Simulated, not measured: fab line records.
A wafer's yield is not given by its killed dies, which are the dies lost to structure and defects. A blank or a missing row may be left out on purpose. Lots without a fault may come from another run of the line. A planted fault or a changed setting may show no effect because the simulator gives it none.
Split-lot study    flow berkeley_cmos170    route with 331 steps; 5 lots, 23 wafers read

SPLIT DETAILS
At UCB170_NLDD_IMPLANT_09, the setting energy_kev was moved away from the recipe's 30 on 9 of the 23 wafers read, by -5.6% to +5.2%. The other wafers ran this setting at the recipe's value.

Reading taken at the split's own step.

THE READING
implant.drp_nm (the simulator's own value, which no gauge read), in nm, at UCB170_NLDD_IMPLANT_09. The file does not state a usual value for it.

wafer   tool, chamber at the split  energy_kev as run  against the recipe  implant.drp_nm, nm  against lot-mates on the recipe
L075.1  implanter-02, 0             29.05              -3.2%               9.388               -0.223
L075.3  implanter-02, 0             29.05              -3.2%               9.388               -0.223
L075.6  implanter-02, 0             29.05              -3.2%               9.388               -0.223
L075.2  implanter-02, 0             30                 recipe              9.611               -
L075.4  implanter-02, 0             30                 recipe              9.611               -
L078.1  implanter-04, 0             30                 recipe              9.611               -
L078.3  implanter-04, 0             30                 recipe              9.611               -
L078.4  implanter-04, 0             30                 recipe              9.611               -
L078.2  implanter-04, 0             29.04              -3.2%               9.386               -0.225
L078.6  implanter-04, 0             29.04              -3.2%               9.386               -0.225
L080.2  implanter-03, 0             30                 recipe              9.611               -
L080.5  implanter-03, 0             30                 recipe              9.611               -
L080.6  implanter-03, 0             30                 recipe              9.611               -
L080.3  implanter-03, 0             31.57              +5.2%               9.978               +0.367
L080.4  implanter-03, 0             31.57              +5.2%               9.978               +0.367
L082.1  implanter-02, 0             30                 recipe              9.611               -
L082.4  implanter-02, 0             30                 recipe              9.611               -
L082.6  implanter-02, 0             30                 recipe              9.611               -
L082.2  implanter-02, 0             28.31              -5.6%               9.215               -0.396
L082.3  implanter-02, 0             28.31              -5.6%               9.215               -0.396
L081.1  implanter-03, 0             30                 recipe              9.611               -
L081.2  implanter-03, 0             30                 recipe              9.611               -
L081.3  implanter-03, 0             30                 recipe              9.611               -

FIT RESULTS
A straight line over all 23 wafers: implant.drp_nm changes by +0.0702 nm for each +1% of energy_kev; r = +1.00; the points scatter about the line by 0.00025 nm.
The same after taking each lot's own level away (the mean of its wafers on the recipe; 23 wafers): +0.0702 nm for each +1%; r = +1.00; scatter 0.00025 nm.
According to that fit, moving energy_kev by its largest amount changes the reading by 0.4 nm.
The lots' own levels span 9.6110 to 9.6110 nm.
The two slopes agree, so the slope changes little with the lot-to-lot level.
Check: with one of the wafers moved furthest among these (-5.6%) left out of the fit, the line predicts -0.396 nm for it against its lot-mates. It came out at -0.396 nm against them.

OTHER SPLITS ON THESE WAFERS
Note: prior to the reading, these wafers also went through further splits. Each is held against what the fit with the lots' levels taken away leaves over:
other split on the same wafers        wafers away from the commonest value  r with implant.drp_nm (lot level and that fit taken away)
UCB170_PWELL_CVD_05 time_s            10                                    +0.29
UCB170_WELLDRIVE_OXIDATION_01 temp_c  15                                    -0.10
UCB170_ACTIVE_EXPOSE_10 dose_mj       10                                    +0.30
UCB170_ACTIVE_PEB_11 peb_temp_c       10                                    +0.03
UCB170_SACOX_OXIDATION_01 ox_time_s   18                                    -0.04
UCB170_GATE_OXIDATION_01 temp_c       15                                    -0.11
UCB170_GATE_COAT_07 spin_rpm          9                                     +0.00
UCB170_PLDD_IMPLANT_09 energy_kev     9                                     +0.26

THE WHOLE CHAIN: every reading that the file lists as answering this split, in the file's order
step                    what it does  reading                                                          change (the file's fit)                 r (the file's)
UCB170_NLDD_IMPLANT_09                implant.rp_nm (the simulator's own value, which no gauge read)   +0.161 nm for each +1% of the setting   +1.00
UCB170_NLDD_IMPLANT_09                implant.drp_nm (the simulator's own value, which no gauge read)  +0.0702 nm for each +1% of the setting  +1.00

FILE'S OWN FIT
implant.drp_nm changes by +0.0702 nm for each +1% of energy_kev, r = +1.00.
